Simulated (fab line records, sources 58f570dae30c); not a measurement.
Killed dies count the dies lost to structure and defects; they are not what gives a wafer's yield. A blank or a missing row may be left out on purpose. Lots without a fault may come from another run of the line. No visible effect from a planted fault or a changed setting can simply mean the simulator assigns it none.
Which tool did it? + flow berkeley_cmos170 + Sampling: 14 lots, 42 wafers, 2 of 331 route steps

== WHAT THE GAUGES READ, wafer by wafer ==
UCB170_NSD_CD_MEAS_06: the cd target is 1200 nm. Usual: cd_nm 1200.1 nm, standard deviation 1.4.
| lot  | measured     | on        | cd_nm (nm)           | flag |
|------|--------------|-----------|----------------------|------|
| L852 | day 7 11:13  | cd_sem-01 | 1198.2 1197.6 1198.1 |      |
| L856 | day 8 04:26  | cd_sem-01 | 1198.5 1198.7 1199.3 |      |
| L855 | day 8 04:41  | cd_sem-01 | 1200.0 1197.7 1198.2 |      |
| L854 | day 8 04:43  | cd_sem-02 | 1199.1 1199.5 1198.9 |      |
| L853 | day 8 04:58  | cd_sem-02 | 1199.8 1199.5 1200.0 |      |
| L851 | day 8 05:01  | cd_sem-01 | 1199.8 1201.6 1199.1 |      |
| L859 | day 9 10:16  | cd_sem-02 | 1199.7 1198.7 1199.4 |      |
| L861 | day 10 00:08 | cd_sem-01 | 1156.8 1158.3 1156.3 | OFF  |
| L864 | day 10 15:15 | cd_sem-01 | 1156.4 1155.8 1154.1 | OFF  |
| L868 | day 11 16:39 | cd_sem-02 | 1200.6 1200.7 1199.3 |      |
| L870 | day 12 01:13 | cd_sem-01 | 1201.6 1200.9 1199.6 |      |
| L871 | day 12 01:56 | cd_sem-02 | 1199.4 1203.8 1200.7 |      |
| L874 | day 12 14:04 | cd_sem-02 | 1199.7 1199.4 1200.9 |      |
| L873 | day 12 14:49 | cd_sem-02 | 1202.1 1201.7 1200.4 |      |

== WHICH TOOL RAN EACH LOT (tool, then ch and the chambers of the sampled wafers, then the start) ==
| lot  | UCB170_NSD_PEB_04                 |
|------|-----------------------------------|
| L852 | litho_track-01 ch 0, day 7 10:57  |
| L856 | litho_track-04 ch 0, day 8 04:00  |
| L855 | litho_track-01 ch 0, day 8 04:25  |
| L854 | litho_track-04 ch 0, day 8 04:25  |
| L853 | litho_track-04 ch 0, day 8 04:42  |
| L851 | litho_track-01 ch 0, day 8 04:44  |
| L859 | litho_track-02 ch 0, day 9 09:58  |
| L861 | litho_track-04 ch 0, day 9 23:52  |
| L864 | litho_track-04 ch 0, day 10 14:58 |
| L868 | litho_track-02 ch 0, day 11 16:22 |
| L870 | litho_track-02 ch 0, day 12 00:56 |
| L871 | litho_track-01 ch 0, day 12 01:32 |
| L874 | litho_track-02 ch 0, day 12 13:47 |
| L873 | litho_track-01 ch 0, day 12 14:34 |
- UCB170_NSD_PEB_04

== AS READ BY THE TOOLS THEMSELVES (means over the sampled wafers that have a number; for cases with no such wafer, the mark the record gives instead) ==
UCB170_NSD_PEB_04. Usual: heater_power_total_W 56.80 W, standard deviation 0.045; plate_temp_C 130.01 C, standard deviation 0.15.
| lot  | tool           | heater_power_total_W (W) | plate_temp_C (C) | flag |
|------|----------------|--------------------------|------------------|------|
| L852 | litho_track-01 | 56.82                    | 130.04           |      |
| L856 | litho_track-04 | 56.82                    | 130.07           |      |
| L855 | litho_track-01 | 56.80                    | 130.21           |      |
| L854 | litho_track-04 | 56.72                    | 129.97           |      |
| L853 | litho_track-04 | 56.81                    | 129.99           |      |
| L851 | litho_track-01 | 56.79                    | 129.95           |      |
| L859 | litho_track-02 | 56.80                    | 129.99           |      |
| L861 | litho_track-04 | 53.87                    | 124.89           | OFF  |
| L864 | litho_track-04 | 53.81                    | 124.75           | OFF  |
| L868 | litho_track-02 | 56.81                    | 129.92           |      |
| L870 | litho_track-02 | 56.77                    | 130.22           |      |
| L871 | litho_track-01 | 56.82                    | 130.08           |      |
| L874 | litho_track-02 | 56.82                    | 129.92           |      |
| L873 | litho_track-01 | 56.72                    | 130.11           |      |

== THE ANSWER, worked out from the rows above alone ==
Rule: a lot is off if the mean of its wafers that have a number lies more than 3 standard deviations from the usual mean. Also off: a lot with no number at a reading for which 4 or more lots have one. The other lots that the step has rows for count as sound. The gauges are gone through in route order, then the tools' own readings, and for those a lot's mean is taken as printed above. The first step at which some lot is off is used, and at that step the reading that is off furthest; a lot without a number counts as furthest.
Off, at UCB170_NSD_CD_MEAS_06 on cd_nm: L861, L864.
If a tool, at a process step before that reading, ran all the lots that are off and no sound lot after the first of them, it fits. The gauges at UCB170_NSD_CD_MEAS_06 aren't tried: what is off there is off at UCB170_NSD_PEB_04 too, on other tools, and a gauge's error can't cause that. One fits: litho_track-04 at UCB170_NSD_PEB_04. Its last sound lot is L853 (day 8 04:42), its first lot that is off L861 (day 9 23:52): a fault that began between those two fits.
The tool's own readings at UCB170_NSD_PEB_04 bear it out: on the lots that are off they differ by more than 5 times the standard deviation of the sound lots' means. heater_power_total_W reads 53.84 W there against 56.79 W on the sound lots; plate_temp_C reads 124.82 C there against 130.04 C on the sound lots.

== WHAT HAD BEEN PUT IN BY THE SIMULATOR ==
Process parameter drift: litho_track-04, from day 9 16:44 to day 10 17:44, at UCB170_NSD_PEB_04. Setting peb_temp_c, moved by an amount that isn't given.
Shown lots that were struck: L861, L864. This agrees with what the rule above found.
